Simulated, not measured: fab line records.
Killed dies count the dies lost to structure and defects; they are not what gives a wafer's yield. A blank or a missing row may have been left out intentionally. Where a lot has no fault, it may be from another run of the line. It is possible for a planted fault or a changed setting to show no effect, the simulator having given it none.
Matching of chambers | flow berkeleyCmos170 | UCB170_V2_CMP_02 on cmp-02: 4 sister chambers
The step polishes SiO2. 8 wafers are shown with their chamber, then 8 later ones without.

== WAFERS WITH THEIR CHAMBER ==
wafer  | chamber | motorCurrentA (A)
L122.6 | 3       | 19.2
L123.2 | 2       | 20.8
L123.3 | 3       | 19.8
L123.4 | 0       | 16.8
L128.2 | 2       | 19.2
L128.3 | 0       | 16.1
L128.4 | 1       | 15.3
L130.4 | 1       | 15.4

== WAFERS MISSING THEIR CHAMBER ==
wafer  | motorCurrentA (A)
L130.5 | 18.7
L130.6 | 21.2
L132.1 | 16.1
L132.4 | 19.6
L132.6 | 20.4
L137.3 | 20.1
L137.4 | 14.8
L137.6 | 19.4

== WHICH CHAMBER EACH ONE RAN IN ==
wafer  | from the rows above     | in truth
L130.5 | can't be placed: 3 or 2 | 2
L130.6 | can't be placed: 2 or 3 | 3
L132.1 | can't be placed: 0 or 1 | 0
L132.4 | can't be placed: 3 or 2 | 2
L132.6 | can't be placed: 2 or 3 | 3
L137.3 | can't be placed: 2 or 3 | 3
L137.4 | can't be placed: 1 or 0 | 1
L137.6 | can't be placed: 3 or 2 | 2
Correctly placed: 0 of 8. Unplaceable from these rows: 8, with the true chamber sitting among the candidates in 8. 0 placed wrongly.
How it was worked out, from the rows above alone: a wafer's distance from a chamber is the root of the sum, over the readings, of the square of ((its reading less the chamber's mean) divided by the reading's scatter). The wafer belongs to the nearest chamber; if the next one is less than 2 further off, it can't be placed. A chamber's mean is the mean of its shown wafers. The scatter: take each reading less its chamber's mean, square it, sum over the shown wafers, divide by the number of wafers less the number of chambers, and take the root.
